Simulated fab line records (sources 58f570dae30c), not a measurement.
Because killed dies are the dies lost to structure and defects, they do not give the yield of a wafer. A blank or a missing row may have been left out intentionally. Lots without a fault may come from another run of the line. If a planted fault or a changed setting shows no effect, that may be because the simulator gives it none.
A lot that was struck, set against a sound lot	flow berkeley-cmos170	14 out of 331 route steps
Sound: the wafers L576.2, L576.4, L576.6. The struck wafers were L569.1, L569.3, L569.4. Last of all comes the cause.
Each step with rows lists, per side, the tool, then ch with its chambers, then its first start. Under that, the readings that differ: sound wafers	struck wafers	difference of the means	sigmas: that difference in standard deviations of wafers without a fault.
alike: a reading whose means differ by less than 2 such deviations, as well as words and numbers matching on both sides. not compared: withheld readings; readings where some wafer has no value; bounds like >300 that might hide an equal value; numbers whose values overlap and for which the record gives no deviation.
The two part at a step that has a row with sigmas, a row that says differs or no value, or rows on one side only. Non-overlapping numbers with no deviation appear without sigmas and do not part them. A reading that every wafer of one side lacks parts them only if that side has two wafers or more.

first, 2 steps without rows for these wafers: UCB170_NWELL_PEB_10; UCB170_NWELL_DEVELOP_11 (develop time 45 s).
UCB170_NWELL_OVL_MEAS_12:
  sound on overlay-01 at day 6 00:27; struck on overlay-01 at day 4 11:47
  alike: NWELL_OVL
UCB170_NWELL_ETCH_13: etches Si3N4 in CH3F/Ar/O2, stops on SiO2, target depth 246.4 nm, time 154 s.
  sound on rie-diel-04 ch 1,2, day 6 00:29; struck on rie-diel-01 ch 0,2,3, day 4 11:49
  alike: CH3F_flow_sccm, drypump-motor-current-A, oes-product-au, throttle-valve-pct
  not compared: rf-hours-counter-h
next, for these wafers, 1 step has no rows: UCB170_NWELL_IMPLANT_14.
UCB170_NWELL_STRIP_15: strips in O2.
  sound on plasma-asher-01 ch 1, day 6 00:58; struck on plasma-asher-02 ch 0,1, day 4 12:04
  alike: drypump-motor-current-A, oes-product-au, strip-time-to-endpoint-s
  not compared: rf-hours-counter-h
UCB170_NWELL_TW_MEAS_16:
  sound on film-metro-01 at day 6 01:04; struck on film-metro-02 at day 4 12:10
reading	sound	struck	difference	sigmas
NWELL_TW	1239 1244 1245	1226 1227 1226	-16	-2
then, 5 steps without rows for these wafers: UCB170_NWELL_CLEAN_17 (cleans in SPM, time 600 s); UCB170_NWELL_WET_ETCH_18 (etches Si3N4 in H3PO4, time 14400 s); UCB170_NWELL_WET_ETCH_19 (etches SiO2 in BOE, time 22 s); UCB170_PWELL_CLEAN_00 (cleans in SPM, time 600 s); UCB170_PWELL_CLEAN_01 (cleans in dHF, time 60 s).
UCB170_PWELL_OXIDATION_02: target thk 26.4 nm, ox time 1260 s.
  sound on furnace-02 ch 0, day 6 10:32; struck on furnace-01, day 4 19:56
  no value came back on the struck wafers for ox-temp-c (C), ox-temp-c-max, zone-power-centre-pct (%); on the sound wafers ox-temp-c (C) reads 1000.6 1000.4 1000.5
then, 1 step without rows for these wafers: UCB170_PWELL_ANNEAL_04 (time 900 s).

WHERE THEY PART
First at UCB170_NWELL_TW_MEAS_16; last, within this record, at UCB170_PWELL_OXIDATION_02.

WHY: the cause the simulator had injected
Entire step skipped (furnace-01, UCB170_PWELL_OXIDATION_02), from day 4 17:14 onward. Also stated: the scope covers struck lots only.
